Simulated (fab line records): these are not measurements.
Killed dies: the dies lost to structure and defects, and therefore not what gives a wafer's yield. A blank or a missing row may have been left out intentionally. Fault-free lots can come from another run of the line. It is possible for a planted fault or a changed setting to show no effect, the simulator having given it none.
Split-lot study ; flow rit cmos ; 5 lots, 23 wafers read, on a route of 202 steps

## SPLIT DETAILS
At RIT_CONTACT_EXPOSE_05 (exposes mask M11, target cd 1000 nm), the setting dose mj was moved away from the recipe's 250 on 7 of the 23 wafers read, by +2.2% to +6.8%. The other wafers ran this setting at the recipe's value.

## FROM THE SPLIT TO THE READING: what the file shows between them, 6 steps
- RIT_CONTACT_PEB_06
- RIT_CONTACT_DEVELOP_07: develop time 120 s
- RIT_CONTACT_CD_MEAS_08: target cd 1000 nm
- RIT_CONTACT_HARDBAKE_10: time 60 s
- RIT_CONTACT_ETCH_11: etches SiO2 in CHF3/CF4/Ar, stops on TiSi2, target depth 480 nm, time 320 s
- RIT_CONTACT_STRIP_12: strips in O2, time 180 s

## THE READING
Shown in nm: cd nm at RIT_CONTACT_CD_MEAS_90, with target cd 1000 nm. On this fab line, fault-free wafers typically give 1000.6 nm with a standard deviation of 3 nm.

wafer;tool, chamber at the split;dose mj as run;against the recipe;cd nm, nm;against lot-mates on the recipe
L074.1;iline stepper-02, 0;250;recipe;999.8;-
L074.2;iline stepper-02, 0;263.1;+5.2%;1013.2;+13.3
L074.3;iline stepper-02, 0;263.1;+5.2%;1012.6;+12.7
L074.4;iline stepper-02, 0;250;recipe;998.9;-
L074.6;iline stepper-02, 0;250;recipe;1001.1;-
L077.2;iline stepper-01, 0;250;recipe;1004.8;-
L077.3;iline stepper-01, 0;250;recipe;1005.9;-
L077.4;iline stepper-01, 0;250;recipe;1004.2;-
L077.5;iline stepper-01, 0;250;recipe;1004.3;-
L077.6;iline stepper-01, 0;250;recipe;1006.5;-
L079.1;iline stepper-01, 0;255.6;+2.2%;1009.7;+8.5
L079.2;iline stepper-01, 0;250;recipe;1000.6;-
L079.3;iline stepper-01, 0;250;recipe;1001.9;-
L079.4;iline stepper-01, 0;255.6;+2.2%;1009.8;+8.5
L079.5;iline stepper-01, 0;255.6;+2.2%;1008.6;+7.4
L082.1;iline stepper-02, 0;266.9;+6.8%;1021.0;+19.3
L082.2;iline stepper-02, 0;266.9;+6.8%;1020.9;+19.2
L082.4;iline stepper-02, 0;250;recipe;1002.4;-
L082.5;iline stepper-02, 0;250;recipe;1001.2;-
L082.6;iline stepper-02, 0;250;recipe;1001.6;-
L085.2;iline stepper-02, 0;250;recipe;1002.5;-
L085.4;iline stepper-02, 0;250;recipe;1002.1;-
L085.5;iline stepper-02, 0;250;recipe;1002.4;-

THE FIT
A straight line over all 23 wafers: cd nm changes by +2.49 nm for each +1% of dose mj; r = +0.94; the points scatter about the line by 2.1 nm.
The same after taking each lot's own level away (the mean of its wafers on the recipe; 23 wafers): +2.76 nm for each +1%; r = +0.99; scatter 1.1 nm.
Per that fit: largest dose mj move, reading shift of 19 nm.
The span of the lots' own levels, 999.93 to 1005.14 nm, comes to 1.7 times the standard deviation stated above.
The two slopes are in agreement: the lot-to-lot level therefore moves the slope only a little.
Check: with one of the wafers moved furthest among these (+6.8%) left out of the fit, the line predicts +18.6 nm for it against its lot-mates. It came out at +19.3 nm against them.

## THESE WAFERS: OTHER SPLITS
Other splits were also applied to these wafers ahead of the reading. Each is held against what the fit with the lots' levels taken away leaves over:
other split on the same wafers;wafers away from the commonest value;r with cd nm (lot level and that fit taken away)
RIT_PSD_HARDBAKE_07 temp c;8;-0.34
RIT_SDANNEAL_CLEAN_02 time s;10;-0.43

## THE WHOLE CHAIN: every reading that the file lists as answering this split, in the file's order
step;what it does;reading;change (the file's fit);r (the file's)
RIT_CONTACT_CD_MEAS_08;target cd 1000 nm;cd nm;+2.77 nm for each +1% of the setting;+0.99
RIT_CONTACT_ETCH_11;etches SiO2 in CHF3/CF4/Ar, stops on TiSi2, target depth 480 nm, time 320 s;CONTACT.cd nm (the simulator's own value, which no gauge read);+2.75 nm for each +1% of the setting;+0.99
RIT_CONTACT_CD_MEAS_90;target cd 1000 nm;cd nm;+2.76 nm for each +1% of the setting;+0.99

## FILE'S OWN FIT
cd nm changes by +2.76 nm for each +1% of dose mj, r = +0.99.
